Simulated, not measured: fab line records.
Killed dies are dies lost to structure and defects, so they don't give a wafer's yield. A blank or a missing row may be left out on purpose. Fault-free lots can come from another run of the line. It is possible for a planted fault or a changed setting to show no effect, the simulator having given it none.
fab line records :: flow rit_cmos
[record]
  lots = 14
  wafers = 42
  last_day = 8
route steps=202 shown NRETRO@61 M1@202
lots untouched by any fault: they come from a run of this same line in which no faults occurred
start_h: the number of hours between the record's first day and the start of the first shown wafer of the lot :: wait_h: how many hours have passed since the lot's step before this one :: " same as the row above :: L1.1+2: a single row standing in for several wafers :: - either no value or no given start :: * or withheld: withheld :: < > ~ a bound
route shown NAME@n: NAME is a module with steps in the file, n the number in the route of the first one :: usual: mean/standard deviation of fault-free wafers :: same: alike in all rows :: chamber/n: place in a boat :: sites: the reading at each site :: _std_site: standard deviation across them :: _edge_site: outer sites' mean less inner sites' :: radius_mm: for every site, how far away it sits from the centre of the wafer :: mask NAME#n: copy n :: behind: the most recent tool/chamber to have shaped the wafer :: hold: reason for holding the lot/hours on hold/outcome of the hold :: device: the n, p or np transistor that did not switch :: end of line: the route-end tests of the same wafers :: for a step that has no rows: nothing shown but its recipe :: killed: at the first sort, the dies lost to defects and structure; wafer yield is something else :: map: the dies of a wafer, with x for killed, . for not killed, _ for no die there
set.NAME: setting as actually run; set.NAME@STEP: the setting as run at that earlier step :: model.NAME: the simulator's own value behind a step, which no gauge read
one table for each step of the route and one row for each wafer, over a sample of lots
services: from which hour (start_h, from the record's first day; less than 0 if before it) a tool's chamber was out of use, for how many hours, and why
[[steps]]
[step RIT_NRETRO_IMPLANT_08]
[recipe]
  species = P
  energy_kev = 70
  dose_cm2 = 1e+13
  tilt_deg = 7
[usual]
  beam_energy_keV = 70.004/0.02
lot.wafer: L907.1
tool: implanter-04
chamber: 0
start_h: 38.57
wait_h: 0.2
beam_energy_keV: 70.001

lot.wafer: L907.2
tool: implanter-04
chamber: 0
start_h: 38.57
wait_h: 0.2
beam_energy_keV: 70.007

lot.wafer: L907.6
tool: implanter-04
chamber: 0
start_h: 38.57
wait_h: 0.2
beam_energy_keV: 69.980

lot.wafer: L908.2
tool: implanter-03
chamber: 0
start_h: 41.08
wait_h: 0.2
beam_energy_keV: 70.016

lot.wafer: L908.4
tool: implanter-03
chamber: 0
start_h: 41.08
wait_h: 0.2
beam_energy_keV: 69.994

lot.wafer: L908.6
tool: implanter-03
chamber: 0
start_h: 41.08
wait_h: 0.2
beam_energy_keV: 69.999

lot.wafer: L909.1
tool: implanter-01
chamber: 0
start_h: 44.51
wait_h: 0.2
beam_energy_keV: 70.007

lot.wafer: L909.4
tool: implanter-01
chamber: 0
start_h: 44.51
wait_h: 0.2
beam_energy_keV: 70.014

lot.wafer: L909.5
tool: implanter-01
chamber: 0
start_h: 44.51
wait_h: 0.2
beam_energy_keV: 70.023

lot.wafer: L910.2
tool: implanter-03
chamber: 0
start_h: 46.83
wait_h: 0.2
beam_energy_keV: 70.025

lot.wafer: L910.5
tool: implanter-03
chamber: 0
start_h: 46.83
wait_h: 0.2
beam_energy_keV: 70.013

lot.wafer: L910.6
tool: implanter-03
chamber: 0
start_h: 46.83
wait_h: 0.2
beam_energy_keV: 70.005

lot.wafer: L912.2
tool: implanter-03
chamber: 0
start_h: 60.82
wait_h: 0.2
beam_energy_keV: 69.990

lot.wafer: L912.3
tool: implanter-03
chamber: 0
start_h: 60.82
wait_h: 0.2
beam_energy_keV: 70.041

lot.wafer: L912.6
tool: implanter-03
chamber: 0
start_h: 60.82
wait_h: 0.2
beam_energy_keV: 70.006

lot.wafer: L913.2
tool: implanter-01
chamber: 0
start_h: 61.10
wait_h: 0.2
beam_energy_keV: 70.019

lot.wafer: L913.4
tool: implanter-01
chamber: 0
start_h: 61.10
wait_h: 0.2
beam_energy_keV: 70.018

lot.wafer: L913.5
tool: implanter-01
chamber: 0
start_h: 61.10
wait_h: 0.2
beam_energy_keV: 70.021

lot.wafer: L916.1
tool: implanter-03
chamber: 0
start_h: 74.53
wait_h: 0.2
beam_energy_keV: 94.486

lot.wafer: L916.5
tool: implanter-03
chamber: 0
start_h: 74.53
wait_h: 0.2
beam_energy_keV: 94.488

lot.wafer: L916.6
tool: implanter-03
chamber: 0
start_h: 74.53
wait_h: 0.2
beam_energy_keV: 94.498

lot.wafer: L920.4
tool: implanter-03
chamber: 0
start_h: 96.49
wait_h: 0.2
beam_energy_keV: 94.530

lot.wafer: L920.5
tool: implanter-03
chamber: 0
start_h: 96.49
wait_h: 0.2
beam_energy_keV: 94.518

lot.wafer: L920.6
tool: implanter-03
chamber: 0
start_h: 96.49
wait_h: 0.2
beam_energy_keV: 94.490

lot.wafer: L922.1
tool: implanter-01
chamber: 0
start_h: 106.57
wait_h: 0.2
beam_energy_keV: 69.983

lot.wafer: L922.2
tool: implanter-01
chamber: 0
start_h: 106.57
wait_h: 0.2
beam_energy_keV: 70.040

lot.wafer: L922.3
tool: implanter-01
chamber: 0
start_h: 106.57
wait_h: 0.2
beam_energy_keV: 69.998

lot.wafer: L924.2
tool: implanter-04
chamber: 0
start_h: 116.53
wait_h: 0.2
beam_energy_keV: 69.959

lot.wafer: L924.5
tool: implanter-04
chamber: 0
start_h: 116.53
wait_h: 0.2
beam_energy_keV: 69.980

lot.wafer: L924.6
tool: implanter-04
chamber: 0
start_h: 116.53
wait_h: 0.2
beam_energy_keV: 70.006

lot.wafer: L925.1
tool: implanter-01
chamber: 0
start_h: 120.97
wait_h: 0.2
beam_energy_keV: 69.995

lot.wafer: L925.4
tool: implanter-01
chamber: 0
start_h: 120.97
wait_h: 0.2
beam_energy_keV: 70.029

lot.wafer: L925.6
tool: implanter-01
chamber: 0
start_h: 120.97
wait_h: 0.2
beam_energy_keV: 70.008

lot.wafer: L927.1
tool: implanter-01
chamber: 0
start_h: 134.80
wait_h: 0.2
beam_energy_keV: 69.959

lot.wafer: L927.3
tool: implanter-01
chamber: 0
start_h: 134.80
wait_h: 0.2
beam_energy_keV: 69.994

lot.wafer: L927.4
tool: implanter-01
chamber: 0
start_h: 134.80
wait_h: 0.2
beam_energy_keV: 69.987

lot.wafer: L928.1
tool: implanter-01
chamber: 0
start_h: 144.02
wait_h: 0.2
beam_energy_keV: 70.040

lot.wafer: L928.5
tool: implanter-01
chamber: 0
start_h: 144.02
wait_h: 0.2
beam_energy_keV: 70.045

lot.wafer: L928.6
tool: implanter-01
chamber: 0
start_h: 144.02
wait_h: 0.2
beam_energy_keV: 70.014

lot.wafer: L929.4
tool: implanter-01
chamber: 0
start_h: 149.14
wait_h: 0.2
beam_energy_keV: 69.988

lot.wafer: L929.5
tool: implanter-01
chamber: 0
start_h: 149.14
wait_h: 0.2
beam_energy_keV: 69.982

lot.wafer: L929.6
tool: implanter-01
chamber: 0
start_h: 149.14
wait_h: 0.2
beam_energy_keV: 69.988
[step RIT_NRETRO_TW_MEAS_10]
[usual]
  NRETRO_TW = 1050/7.9
lot.wafer: L907.1
tool: film_metro-04
chamber: -
start_h: 38.90
wait_h: 0.1
NRETRO_TW: 1052

lot.wafer: L907.2
tool: film_metro-04
chamber: -
start_h: 38.90
wait_h: 0.1
NRETRO_TW: 1046

lot.wafer: L907.6
tool: film_metro-04
chamber: -
start_h: 38.90
wait_h: 0.1
NRETRO_TW: 1052

lot.wafer: L908.2
tool: film_metro-04
chamber: -
start_h: 41.39
wait_h: 0.1
NRETRO_TW: 1047

lot.wafer: L908.4
tool: film_metro-04
chamber: -
start_h: 41.39
wait_h: 0.1
NRETRO_TW: 1048

lot.wafer: L908.6
tool: film_metro-04
chamber: -
start_h: 41.39
wait_h: 0.1
NRETRO_TW: 1047

lot.wafer: L909.1
tool: film_metro-01
chamber: -
start_h: 44.83
wait_h: 0.1
NRETRO_TW: 1049

lot.wafer: L909.4
tool: film_metro-01
chamber: -
start_h: 44.83
wait_h: 0.1
NRETRO_TW: 1058

lot.wafer: L909.5
tool: film_metro-01
chamber: -
start_h: 44.83
wait_h: 0.1
NRETRO_TW: 1056

lot.wafer: L910.2
tool: film_metro-03
chamber: -
start_h: 47.14
wait_h: 0.1
NRETRO_TW: 1054

lot.wafer: L910.5
tool: film_metro-03
chamber: -
start_h: 47.14
wait_h: 0.1
NRETRO_TW: 1051

lot.wafer: L910.6
tool: film_metro-03
chamber: -
start_h: 47.14
wait_h: 0.1
NRETRO_TW: 1047

lot.wafer: L912.2
tool: film_metro-03
chamber: -
start_h: 61.13
wait_h: 0.1
NRETRO_TW: 1065

lot.wafer: L912.3
tool: film_metro-03
chamber: -
start_h: 61.13
wait_h: 0.1
NRETRO_TW: 1064

lot.wafer: L912.6
tool: film_metro-03
chamber: -
start_h: 61.13
wait_h: 0.1
NRETRO_TW: 1066

lot.wafer: L913.2
tool: film_metro-01
chamber: -
start_h: 61.41
wait_h: 0.1
NRETRO_TW: 1044

lot.wafer: L913.4
tool: film_metro-01
chamber: -
start_h: 61.41
wait_h: 0.1
NRETRO_TW: 1050

lot.wafer: L913.5
tool: film_metro-01
chamber: -
start_h: 61.41
wait_h: 0.1
NRETRO_TW: 1053

lot.wafer: L916.1
tool: film_metro-03
chamber: -
start_h: 74.86
wait_h: 0.1
NRETRO_TW: 1152

lot.wafer: L916.5
tool: film_metro-03
chamber: -
start_h: 74.86
wait_h: 0.1
NRETRO_TW: 1141

lot.wafer: L916.6
tool: film_metro-03
chamber: -
start_h: 74.86
wait_h: 0.1
NRETRO_TW: 1147

lot.wafer: L920.4
tool: film_metro-01
chamber: -
start_h: 96.77
wait_h: 0.1
NRETRO_TW: 1134

lot.wafer: L920.5
tool: film_metro-01
chamber: -
start_h: 96.77
wait_h: 0.1
NRETRO_TW: 1127

lot.wafer: L920.6
tool: film_metro-01
chamber: -
start_h: 96.77
wait_h: 0.1
NRETRO_TW: 1125

lot.wafer: L922.1
tool: film_metro-01
chamber: -
start_h: 106.90
wait_h: 0.1
NRETRO_TW: 1043

lot.wafer: L922.2
tool: film_metro-01
chamber: -
start_h: 106.90
wait_h: 0.1
NRETRO_TW: 1047

lot.wafer: L922.3
tool: film_metro-01
chamber: -
start_h: 106.90
wait_h: 0.1
NRETRO_TW: 1045

lot.wafer: L924.2
tool: film_metro-03
chamber: -
start_h: 116.84
wait_h: 0.1
NRETRO_TW: 1056

lot.wafer: L924.5
tool: film_metro-03
chamber: -
start_h: 116.84
wait_h: 0.1
NRETRO_TW: 1058

lot.wafer: L924.6
tool: film_metro-03
chamber: -
start_h: 116.84
wait_h: 0.1
NRETRO_TW: 1059

lot.wafer: L925.1
tool: film_metro-03
chamber: -
start_h: 121.30
wait_h: 0.1
NRETRO_TW: 1059

lot.wafer: L925.4
tool: film_metro-03
chamber: -
start_h: 121.30
wait_h: 0.1
NRETRO_TW: 1062

lot.wafer: L925.6
tool: film_metro-03
chamber: -
start_h: 121.30
wait_h: 0.1
NRETRO_TW: 1060

lot.wafer: L927.1
tool: film_metro-01
chamber: -
start_h: 135.12
wait_h: 0.1
NRETRO_TW: 1041

lot.wafer: L927.3
tool: film_metro-01
chamber: -
start_h: 135.12
wait_h: 0.1
NRETRO_TW: 1039

lot.wafer: L927.4
tool: film_metro-01
chamber: -
start_h: 135.12
wait_h: 0.1
NRETRO_TW: 1039

lot.wafer: L928.1
tool: film_metro-01
chamber: -
start_h: 144.35
wait_h: 0.1
NRETRO_TW: 1046

lot.wafer: L928.5
tool: film_metro-01
chamber: -
start_h: 144.35
wait_h: 0.1
NRETRO_TW: 1052

lot.wafer: L928.6
tool: film_metro-01
chamber: -
start_h: 144.35
wait_h: 0.1
NRETRO_TW: 1048

lot.wafer: L929.4
tool: film_metro-01
chamber: -
start_h: 149.42
wait_h: 0.1
NRETRO_TW: 1050

lot.wafer: L929.5
tool: film_metro-01
chamber: -
start_h: 149.42
wait_h: 0.1
NRETRO_TW: 1045

lot.wafer: L929.6
tool: film_metro-01
chamber: -
start_h: 149.42
wait_h: 0.1
NRETRO_TW: 1050
[step RIT_M1_PROBE_99]
[usual]
  killed_at_M0_to_M3 = 0.0/0.12
  killed_at_contacts = 0.0/0.2
  killed_at_front_end = 7/3
  killed_dies = 7/3
  killed_open = 3.4/1.8
  killed_short = 3.8/2.1
[same]
  gross_dies = 264
  killed_at_M4_up = 0
  killed_at_back_side = 0
  killed_at_other = 0
lot.wafer: L924.2
tool: prober-01
chamber: -
start_h: 149.16
wait_h: 0.1
killed_at_M0_to_M3: 0
killed_at_contacts: 0
killed_at_front_end: 9
killed_dies: 9
killed_open: 5
killed_short: 3

lot.wafer: L924.5
tool: prober-01
chamber: -
start_h: 149.31
wait_h: 0.2
killed_at_M0_to_M3: 0
killed_at_contacts: 0
killed_at_front_end: 11
killed_dies: 11
killed_open: 4
killed_short: 7

lot.wafer: L924.6
tool: prober-01
chamber: -
start_h: 149.36
wait_h: 0.2
killed_at_M0_to_M3: 0
killed_at_contacts: 0
killed_at_front_end: 14
killed_dies: 14
killed_open: 7
killed_short: 7
// killed by level:class
L924.2 GATE:geometric_particle:open=3 GATE:geometric_particle:short=2 FOX2:geometric_particle:short=1 REOX:geometric_particle:open=1 SILICIDE:geometric_particle:open=1 PSD:coat_microbubble_printed=1
L924.5 GATE:geometric_particle:short=3 GATE:geometric_particle:open=2 REOX:geometric_particle:short=2 FOX1:geometric_particle:open=1 SPACER:geometric_particle:open=1 SPACER:geometric_particle:short=1 SILICIDE:geometric_particle:short=1
L924.6 GATE:geometric_particle:open=3 FOX1:geometric_particle:short=2 FOX2:geometric_particle:short=2 GATE:geometric_particle:short=2 REOX:geometric_particle:open=2 FOX1:geometric_particle:open=1 FOX2:geometric_particle:open=1 REOX:geometric_particle:short=1
[[services]]
tool: implanter-01
chamber: -
start_h: 21.79
hours: 2.8
kind: repair

tool: implanter-01
chamber: -
start_h: 37.41
hours: 1.2
kind: repair

tool: implanter-01
chamber: -
start_h: 42.59
hours: 0.5
kind: repair

tool: implanter-01
chamber: -
start_h: 53.73
hours: 1.6
kind: repair

tool: implanter-01
chamber: -
start_h: 82.24
hours: 0.7
kind: repair

tool: implanter-03
chamber: -
start_h: 129.22
hours: 0.7
kind: repair

tool: implanter-04
chamber: -
start_h: 136.36
hours: 3.6
kind: repair
[[key]]
[first_sign]
  step = RIT_NRETRO_IMPLANT_08
  reading = beam_energy_keV
  direction = up
  sigmas = 99+
  usual = 70.004
  struck = 94.502
[effect]
  step = RIT_NRETRO_TW_MEAS_10
  reading = NRETRO_TW
  direction = up
  sigmas = 11
  usual = 1050
  struck = 1138
met_at RIT_NRETRO_IMPLANT_08
struck_lots L916,L920
tester_left_out L916,L920
onset_between 60.82 74.53
[fault]
  kind = process_parameter_drift
  tool = implanter-03
  chamber = -
  onset_h = 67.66
  steps = RIT_NRETRO_IMPLANT_08
  channel = energy_kev
  offset = 24.5
  shape = step
  end_h = 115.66
  acts_in = these_recipes_only
  stated = 70
// tester_left_out: of these lots the tester's yield and bins aren't shown, on N5 and GAA mostly nor the transistor test; their killed dies are dies lost to structure and defects alone, not to doping, threshold or leakage, so they don't give the yield
